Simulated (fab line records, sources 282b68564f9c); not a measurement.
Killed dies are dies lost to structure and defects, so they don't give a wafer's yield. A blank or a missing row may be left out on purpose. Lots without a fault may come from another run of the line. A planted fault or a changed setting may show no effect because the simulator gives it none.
fab line records | flow rit_cmos
record lots=14 wafers=42 last_day=7
route steps=202 shown GATE@85 SDANNEAL@156 PSD@157 NSD@158 PLDD@159 M1@201
lots that met no fault: from a run of the same line without faults
start_h: hours from the record's first day to the start of the lot's first wafer shown | wait_h: hours since the lot's step before | " the same as in the row above | L1.1+2: a row that stands for several wafers | - no value, or no start given | * or withheld: withheld | < > ~ a bound
route shown NAME@n: a module of which the file shows steps, and the number in the route of the first | usual: mean/standard deviation of fault-free wafers | same: alike in all rows | chamber/n: place in a boat | sites: the reading at each site | _std_site: their standard deviation | _edge_site: outer sites' mean less inner sites' | radius_mm: how far each site lies from the wafer's centre | mask NAME#n: copy n | behind: the tool/chamber that last shaped the wafer | hold: why the lot was held/for how many hours/how that ended | device: the transistor (n, p or np) that didn't switch | end of line: the same wafers' tests at the end of the route | a step without rows: its recipe alone | killed: dies lost to structure and defects at the first sort, not the wafer's yield | map: a wafer's dies, x killed, . not, _ none there
set.NAME: the setting as run; set.NAME@STEP: as run at that earlier step | model.NAME: the simulator's own value behind a step, which no gauge read
steps of the route over a sample of lots; a table a step, a row a wafer
services: from which hour (start_h, from the record's first day; less than 0 if before it) a tool's chamber was out of use, for how many hours, and why
## steps
# step RIT_GATE_THK_MEAS_09
# recipe reads=poly-Si_of_GATE_CVD_08
# usual GATE_POLY_THK=249.3/2.6
# columns lot.wafer tool chamber start_h wait_h GATE_POLY_THK[nm]
L152.2 film_metro-01 - 36.92 0.0 250.1
L152.3 " - " " 249.6
L152.4 " - " " 249.1
L154.1 film_metro-03 - 47.05 0.0 247.5
L154.2 " - " " 246.7
L154.5 " - " " 246.1
L155.1 film_metro-03 - 50.62 0.0 251.4
L155.3 " - " " 250.6
L155.4 " - " " 252.3
L156.2 film_metro-04 - 56.36 0.0 251.3
L156.4 " - " " 252.7
L156.5 " - " " 253.7
L158.1 film_metro-01 - 65.84 0.0 250.1
L158.3 " - " " 249.1
L158.4 " - " " 250.7
L165.4 film_metro-01 - 102.32 0.0 246.7
L165.5 " - " " 247.6
L165.6 " - " " 246.8
L167.2 film_metro-01 - 115.24 0.0 254.6
L167.3 " - " " 252.8
L167.6 " - " " 253.7
L169.1 film_metro-01 - 121.17 0.0 248.9
L169.2 " - " " 249.7
L169.6 " - " " 251.5
L170.2 film_metro-01 - 130.10 0.0 248.7
L170.3 " - " " 250.0
L170.5 " - " " 248.5
L171.2 film_metro-04 - 132.17 0.0 246.3
L171.3 " - " " 246.9
L171.6 " - " " 247.0
L172.4 film_metro-01 - 135.74 0.0 257.0
L172.5 " - " " 253.9
L172.6 " - " " 253.9
L173.1 film_metro-03 - 141.30 0.0 248.5
L173.5 " - " " 246.8
L173.6 " - " " 246.7
L174.2 film_metro-03 - 145.91 0.0 252.8
L174.5 " - " " 251.7
L174.6 " - " " 250.8
L175.1 film_metro-01 - 150.15 0.0 249.7
L175.2 " - " " 252.0
L175.3 " - " " 249.3
# step RIT_GATE_STRIP_20
# recipe chemistry=O2 time_s=180 resist=NOVOLAK platen_temp_c=withheld power_w=500 pressure_mtorr=4000 o2_flow_sccm=4000
# usual drypump_motor_current_A=5.9/0.49
# same time_s=180
# columns lot.wafer tool chamber start_h wait_h drypump_motor_current_A rf_hours_counter_h
L152.2 plasma_asher-01 1 38.23 0.1 6.0 36
L152.3 " 0 " " 6.3 -
L152.4 " 1 " " 6.1 -
L154.1 plasma_asher-04 1 48.62 0.1 6.3 40
L154.2 " 0 " " 5.0 40
L154.5 " 0 " " 5.0 -
L155.1 plasma_asher-01 0 52.07 0.1 6.3 38
L155.3 " 0 " " 6.3 -
L155.4 " 1 " " 6.1 -
L156.2 plasma_asher-01 1 58.11 0.1 6.0 38
L156.4 " 1 " " 6.0 -
L156.5 " 0 " " 6.4 -
L158.1 plasma_asher-01 1 67.32 0.1 6.1 40
L158.3 " 0 " " 6.3 -
L158.4 " 1 " " 6.1 -
L165.4 plasma_asher-04 0 104.20 0.1 5.0 -
L165.5 " 0 " " 5.0 -
L165.6 " 1 " " 6.3 -
L167.2 plasma_asher-04 0 116.68 0.1 5.0 48
L167.3 " 0 " " 5.0 -
L167.6 " 1 " " 6.3 -
L169.1 plasma_asher-03 0 122.62 0.1 5.9 50
L169.2 " 1 " " 6.1 50
L169.6 " 1 " " 6.1 -
L170.2 plasma_asher-04 0 131.70 0.1 5.0 50
L170.3 " 1 " " 6.3 -
L170.5 " 0 " " 5.0 -
L171.2 plasma_asher-03 1 133.61 0.1 6.0 51
L171.3 " 1 " " 6.0 -
L171.6 " 1 " " 6.0 -
L172.4 plasma_asher-03 0 137.10 0.1 5.8 -
L172.5 " 0 " " 5.9 -
L172.6 " 1 " " 6.0 -
L173.1 plasma_asher-04 0 142.63 0.1 5.0 51
L173.5 " 0 " " 5.0 -
L173.6 " 1 " " 6.3 -
L174.2 plasma_asher-01 0 147.22 0.1 6.3 3
L174.5 " 1 " " 6.0 -
L174.6 " 0 " " 6.3 -
L175.1 plasma_asher-04 1 151.51 0.1 6.3 52
L175.2 " 0 " " 5.0 52
L175.3 " 0 " " 5.0 -
# step RIT_SDANNEAL_RTA_03
# recipe temp_c=1050 time_s=5 idle_temp_c=600 ramp_up_c_per_s=342 ramp_down_c_per_s=171 cool_to_c=600 ambient=N2
# usual ramp_up_c_per_s=342.00/0.059 wafer_temp_C_max=1053.6/1.1
# same time_s=5
# columns lot.wafer tool chamber start_h wait_h ramp_up_c_per_s wafer_temp_C_max
L152.2 rtp_anneal-02 0 50.49 0.0 342.07 1054.4
L152.3 " 0 " " 341.95 1052.2
L152.4 " 0 " " 342.04 1053.8
L154.1 rtp_anneal-02 0 60.79 0.0 342.00 1054.5
L154.2 " 0 " " 342.04 1054.3
L154.5 " 0 " " 342.01 1053.1
L155.1 rtp_anneal-01 0 64.52 0.0 342.04 1053.0
L155.3 " 0 " " 342.02 1055.6
L155.4 " 0 " " 341.97 1054.8
L156.2 rtp_anneal-02 0 70.50 0.0 342.02 1086.6
L156.4 " 0 " " 342.04 1086.4
L156.5 " 0 " " 341.96 1085.2
L158.1 rtp_anneal-02 0 79.73 0.0 342.07 1087.3
L158.3 " 0 " " 342.08 1088.5
L158.4 " 0 " " 342.00 1085.6
L165.4 rtp_anneal-01 0 116.88 0.0 341.99 1056.7
L165.5 " 0 " " 342.11 1053.5
L165.6 " 0 " " 341.96 1052.9
L167.2 rtp_anneal-01 0 128.84 0.0 341.91 1053.5
L167.3 " 0 " " 342.03 1052.5
L167.6 " 0 " " 342.03 1055.5
L169.1 rtp_anneal-01 0 136.44 0.0 342.03 1053.6
L169.2 " 0 " " 341.92 1053.0
L169.6 " 0 " " 342.03 1052.3
L170.2 rtp_anneal-02 0 145.56 0.0 341.94 1052.5
L170.3 " 0 " " 342.00 1053.0
L170.5 " 0 " " 341.99 1055.1
L171.2 rtp_anneal-01 0 147.28 0.0 342.02 1054.0
L171.3 " 0 " " 342.08 1052.9
L171.6 " 0 " " 341.99 1053.5
L172.4 rtp_anneal-02 0 149.64 0.0 341.94 1052.9
L172.5 " 0 " " 341.95 1054.5
L172.6 " 0 " " 341.92 1051.7
L173.1 rtp_anneal-01 0 154.80 0.0 342.08 1051.7
L173.5 " 0 " " 341.96 1054.3
L173.6 " 0 " " 341.94 1053.2
L174.2 rtp_anneal-02 0 159.46 0.0 342.05 1053.7
L174.5 " 0 " " 341.99 1053.5
L174.6 " 0 " " 342.02 1053.6
L175.1 rtp_anneal-01 0 165.38 0.0 341.95 1053.6
L175.2 " 0 " " 341.98 1053.5
L175.3 " 0 " " 341.89 1053.6
# step RIT_SDANNEAL_RS_MEAS_04
# recipe thk_meas_gauge=four-point-probe
# usual PSD_RS=116.0/0.3
# columns lot.wafer tool chamber start_h wait_h PSD_RS[ohm/sq]
L152.2 film_metro-04 - 50.56 0.1 115.6
L152.3 " - " " 115.4
L152.4 " - " " 115.6
L154.1 film_metro-03 - 60.84 0.0 115.9
L154.2 " - " " 115.5
L154.5 " - " " 115.7
L155.1 film_metro-03 - 64.58 0.0 115.8
L155.3 " - " " 115.9
L155.4 " - " " 115.7
L156.2 film_metro-03 - 70.57 0.1 94.1
L156.4 " - " " 94.2
L156.5 " - " " 94.3
L158.1 film_metro-03 - 79.79 0.0 94.0
L158.3 " - " " 94.1
L158.4 " - " " 94.1
L165.4 film_metro-02 - 116.97 0.1 116.4
L165.5 " - " " 116.1
L165.6 " - " " 116.3
L167.2 film_metro-03 - 128.91 0.1 115.9
L167.3 " - " " 115.9
L167.6 " - " " 115.7
L169.1 film_metro-03 - 136.50 0.0 115.9
L169.2 " - " " 115.8
L169.6 " - " " 115.9
L170.2 film_metro-04 - 145.62 0.1 116.1
L170.3 " - " " 115.7
L170.5 " - " " 115.5
L171.2 film_metro-02 - 147.35 0.1 116.5
L171.3 " - " " 116.5
L171.6 " - " " 116.1
L172.4 film_metro-04 - 149.73 0.1 115.7
L172.5 " - " " 115.9
L172.6 " - " " 115.8
L173.1 film_metro-02 - 154.86 0.0 115.8
L173.5 " - " " 116.3
L173.6 " - " " 116.3
L174.2 film_metro-02 - 159.52 0.1 116.2
L174.5 " - " " 116.1
L174.6 " - " " 116.0
L175.1 film_metro-02 - 165.43 0.0 116.2
L175.2 " - " " 116.3
L175.3 " - " " 116.4
# step RIT_SDANNEAL_RS_MEAS_05
# recipe thk_meas_gauge=four-point-probe
# usual NSD_RS=84.6/0.33
# columns lot.wafer tool chamber start_h wait_h NSD_RS[ohm/sq]
L152.2 film_metro-04 - 50.68 0.1 84.9
L152.3 " - " " 84.8
L152.4 " - " " 84.8
L154.1 film_metro-03 - 60.96 0.1 84.3
L154.2 " - " " 83.9
L154.5 " - " " 84.1
L155.1 film_metro-03 - 64.70 0.1 84.3
L155.3 " - " " 84.2
L155.4 " - " " 84.4
L156.2 film_metro-03 - 70.69 0.1 83.6
L156.4 " - " " 83.6
L156.5 " - " " 83.6
L158.1 film_metro-03 - 79.91 0.1 83.9
L158.3 " - " " 83.9
L158.4 " - " " 83.8
L165.4 film_metro-02 - 117.09 0.1 85.0
L165.5 " - " " 84.9
L165.6 " - " " 85.0
L167.2 film_metro-03 - 129.03 0.1 84.3
L167.3 " - " " 84.3
L167.6 " - " " 84.6
L169.1 film_metro-03 - 136.62 0.1 84.9
L169.2 " - " " 84.7
L169.6 " - " " 84.8
L170.2 film_metro-04 - 145.74 0.1 84.4
L170.3 " - " " 84.2
L170.5 " - " " 84.4
L171.2 film_metro-02 - 147.47 0.1 84.7
L171.3 " - " " 85.0
L171.6 " - " " 84.9
L172.4 film_metro-04 - 149.85 0.1 84.1
L172.5 " - " " 84.0
L172.6 " - " " 84.1
L173.1 film_metro-02 - 154.98 0.1 84.3
L173.5 " - " " 84.2
L173.6 " - " " 84.7
L174.2 film_metro-02 - 159.64 0.1 84.6
L174.5 " - " " 84.8
L174.6 " - " " 84.4
L175.1 film_metro-02 - 165.55 0.1 84.7
L175.2 " - " " 84.7
L175.3 " - " " 84.6
# step RIT_SDANNEAL_RS_MEAS_06
# recipe thk_meas_gauge=four-point-probe
# usual PLDD_RS=178.6/0.48
# columns lot.wafer tool chamber start_h wait_h PLDD_RS[ohm/sq]
L152.2 film_metro-04 - 50.80 0.1 178.7
L152.3 " - " " 178.6
L152.4 " - " " 178.8
L154.1 film_metro-03 - 61.08 0.1 179.6
L154.2 " - " " 178.4
L154.5 " - " " 178.9
L155.1 film_metro-03 - 64.82 0.1 178.1
L155.3 " - " " 178.6
L155.4 " - " " 178.6
L156.2 film_metro-03 - 70.81 0.1 160.2
L156.4 " - " " 159.3
L156.5 " - " " 159.9
L158.1 film_metro-03 - 80.03 0.1 159.2
L158.3 " - " " 159.3
L158.4 " - " " 159.8
L165.4 film_metro-02 - 117.21 0.1 179.1
L165.5 " - " " 178.2
L165.6 " - " " 178.4
L167.2 film_metro-03 - 129.15 0.1 178.5
L167.3 " - " " 178.2
L167.6 " - " " 178.2
L169.1 film_metro-03 - 136.74 0.1 178.5
L169.2 " - " " 179.0
L169.6 " - " " 179.3
L170.2 film_metro-04 - 145.86 0.1 178.1
L170.3 " - " " 178.3
L170.5 " - " " 178.3
L171.2 film_metro-02 - 147.59 0.1 178.2
L171.3 " - " " 179.0
L171.6 " - " " 178.4
L172.4 film_metro-04 - 149.97 0.1 178.4
L172.5 " - " " 178.6
L172.6 " - " " 178.9
L173.1 film_metro-02 - 155.10 0.1 179.0
L173.5 " - " " 178.9
L173.6 " - " " 178.8
L174.2 film_metro-02 - 159.76 0.1 179.1
L174.5 " - " " 178.6
L174.6 " - " " 179.3
L175.1 film_metro-02 - 165.67 0.1 177.8
L175.2 " - " " 178.3
L175.3 " - " " 178.1
# step RIT_M1_BOW_MEAS_16
# recipe mode=bow
# usual M1_BOW=18/6.6
# columns lot.wafer tool chamber start_h wait_h M1_BOW[um]
L152.2 film_metro-02 - 57.83 0.0 1
L152.3 " - " " 22
L152.4 " - " " 8
L154.1 film_metro-02 - 69.24 0.0 12
L154.2 " - " " 12
L154.5 " - " " 25
L155.1 film_metro-02 - 71.91 0.0 15
L155.3 " - " " 14
L155.4 " - " " 16
L156.2 film_metro-03 - 78.36 0.0 4
L156.4 " - " " 11
L156.5 " - " " 13
L158.1 film_metro-02 - 87.39 0.0 27
L158.3 " - " " 21
L158.4 " - " " 11
L165.4 film_metro-03 - 124.44 0.1 27
L165.5 " - " " 10
L165.6 " - " " 16
L167.2 film_metro-02 - 136.18 0.0 24
L167.3 " - " " 23
L167.6 " - " " 26
L169.1 film_metro-03 - 144.17 0.0 -1
L169.2 " - " " 21
L169.6 " - " " 22
L170.2 film_metro-04 - 152.92 0.0 8
L170.3 " - " " 25
L170.5 " - " " 19
L171.2 film_metro-04 - 155.48 0.0 14
L171.3 " - " " 12
L171.6 " - " " 19
L172.4 film_metro-03 - 157.42 0.1 22
L172.5 " - " " 22
L172.6 " - " " 23
L173.1 film_metro-02 - 162.66 0.0 16
L173.5 " - " " 22
L173.6 " - " " 12
L174.2 film_metro-02 - 166.99 0.0 22
L174.5 " - " " 17
L174.6 " - " " 25
L175.1 film_metro-02 - 172.74 0.0 9
L175.2 " - " " 14
L175.3 " - " " 13
## services
# columns tool chamber start_h hours kind
plasma_asher-03 - 45.88 4.0 pm
plasma_asher-03 - 108.71 1.9 repair
plasma_asher-01 - 108.75 9.0 pm
plasma_asher-01 0 108.75 9.0 vent_cycle
plasma_asher-01 1 108.75 9.0 vent_cycle
plasma_asher-01 - 115.26 0.9 repair
plasma_asher-01 0 117.75 - clean
plasma_asher-01 1 117.75 - clean
plasma_asher-03 - 130.36 2.8 pm
## key
first_sign step=RIT_SDANNEAL_RTA_03 reading=wafer_temp_C_max direction=up sigmas=30 usual=* struck=*
effect step=RIT_SDANNEAL_RS_MEAS_04 reading=PSD_RS direction=down sigmas=72 usual=116.0 struck=94.2
effect step=RIT_SDANNEAL_RS_MEAS_05 reading=NSD_RS direction=down sigmas=2.6 usual=84.6 struck=83.7
effect step=RIT_SDANNEAL_RS_MEAS_06 reading=PLDD_RS direction=down sigmas=40 usual=178.6 struck=159.6
met_at RIT_SDANNEAL_RTA_03
struck_lots L156,L158
tester_left_out L156,L158
not_acting_at RIT_GATE_THK_MEAS_09,RIT_GATE_STRIP_20,RIT_M1_BOW_MEAS_16
onset_between 60.79 70.50
fault kind=process_parameter_drift tool=rtp_anneal-02 chamber=- onset_h=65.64 steps=RIT_SDANNEAL_RTA_03 channel=temp_c offset=* shape=step end_h=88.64 acts_in=* stated=*
# tester_left_out: of these lots the tester's yield and bins aren't shown, on N5 and GAA mostly nor the transistor test; their killed dies are dies lost to structure and defects alone, not to doping, threshold or leakage, so they don't give the yield
